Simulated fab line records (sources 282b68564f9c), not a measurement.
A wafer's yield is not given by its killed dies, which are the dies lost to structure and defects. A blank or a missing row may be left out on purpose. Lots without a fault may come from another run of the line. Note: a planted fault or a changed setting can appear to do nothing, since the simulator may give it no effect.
What tool caused it? -- flow rit-cmos -- 15 lots, 45 wafers sampled, at 2 steps of a route of 202

WHAT EACH GAUGE READ, for each wafer
RIT_ACTIVE_THK_MEAS_02. Usual: ACTIVE_OXIDE_THK 46.8 nm, standard deviation 0.83.
lot,measured,on,ACTIVE_OXIDE_THK (nm),flag
L733,day 1 12:47,film-metro-02,48.9 48.7 48.7,
L734,day 1 17:03,film-metro-01,46.4 46.4 46.8,
L735,day 1 22:03,film-metro-04,46.0 47.0 45.9,
L737,day 2 10:13,film-metro-02,77.1 75.4 76.4,OFF
L738,day 2 14:05,film-metro-01,46.0 46.0 45.7,
L740,day 2 23:59,film-metro-04,46.9 46.9 46.5,
L743,day 3 17:16,film-metro-01,45.4 45.5 46.0,
L745,day 4 02:09,film-metro-01,71.9 72.8 71.9,OFF
L747,day 4 13:27,film-metro-01,73.5 73.1 72.7,OFF
L750,day 5 01:38,film-metro-01,47.3 47.1 47.4,
L751,day 5 06:04,film-metro-01,46.8 46.7 46.6,
L752,day 5 11:17,film-metro-01,45.9 46.1 46.2,
L753,day 5 16:46,film-metro-01,46.8 47.0 47.2,
L754,day 5 21:03,film-metro-01,46.6 46.6 46.9,
L756,day 6 07:14,film-metro-01,47.8 47.9 48.1,

WHICH TOOL RAN EACH LOT (tool, then ch and the chambers of the sampled wafers, then the start)
lot,RIT_ACTIVE_OXIDATION_01
L733,"furnace-04 ch 0, day 1 10:52"
L734,"furnace-03 ch 0, day 1 15:07"
L735,"furnace-04 ch 0, day 1 20:07"
L737,"furnace-03 ch 0, day 2 06:07"
L738,"furnace-01 ch 0, day 2 12:08"
L740,"furnace-04 ch 0, day 2 22:03"
L743,"furnace-04 ch 0, day 3 15:20"
L745,"furnace-04 ch 0, day 3 22:07"
L747,"furnace-04 ch 0, day 4 08:14"
L750,"furnace-03 ch 0, day 4 23:41"
L751,"furnace-04 ch 0, day 5 04:07"
L752,"furnace-01 ch 0, day 5 09:19"
L753,"furnace-01 ch 0, day 5 14:50"
L754,"furnace-04 ch 0, day 5 19:07"
L756,"furnace-04 ch 0, day 6 05:17"
- RIT_ACTIVE_OXIDATION_01: target thk 46.8 nm, ox time 3360 s.

WHAT THE TOOLS THEMSELVES READ (means of the sampled wafers that have a number; where no wafer has one, the mark that the record gives instead)
RIT_ACTIVE_OXIDATION_01. Usual: spike-tc-source-C 1022 C, standard deviation 3.2; tube_center_temp_C_max 1002.5, standard deviation 0.41.
lot,tool,spike-tc-source-C (C),tube_center_temp_C_max,flag
L733,furnace-04,1024,1002.6,
L734,furnace-03,1016,1002.4,
L735,furnace-04,1024,1002.1,
L737,furnace-03,1016,1002.8,
L738,furnace-01,1021,1002.5,
L740,furnace-04,1024,1002.3,
L743,furnace-04,1024,1002.6,
L745,furnace-04,1024,1002.5,
L747,furnace-04,1024,1003.0,
L750,furnace-03,1015,1002.6,
L751,furnace-04,1024,1002.5,
L752,furnace-01,1021,1002.9,
L753,furnace-01,1021,1002.9,
L754,furnace-04,1024,1002.7,
L756,furnace-04,1023,1002.6,

THE ANSWER, worked out from the rows above alone
Rule: take the mean of a lot's wafers that have a number; if it is more than 3 standard deviations from the usual mean, the lot is off. Also off: a lot with no number at a reading for which 4 or more lots have one. The other lots that the step has rows for count as sound. First the gauges in route order, then the tools' own readings, where a lot's mean is used as printed above. The first step at which some lot is off is used, and at that step the reading that is off furthest; a lot without a number counts as furthest.
Off: L737, L745, L747, at RIT_ACTIVE_THK_MEAS_02 (ACTIVE_OXIDE_THK).
A tool fits if, at a process step before that reading, it ran every lot that is off, and no sound lot after the first of them. The gauges at RIT_ACTIVE_THK_MEAS_02 are tried like those tools. Not one of the candidates tried fits.

WHAT HAD BEEN PUT IN BY THE SIMULATOR
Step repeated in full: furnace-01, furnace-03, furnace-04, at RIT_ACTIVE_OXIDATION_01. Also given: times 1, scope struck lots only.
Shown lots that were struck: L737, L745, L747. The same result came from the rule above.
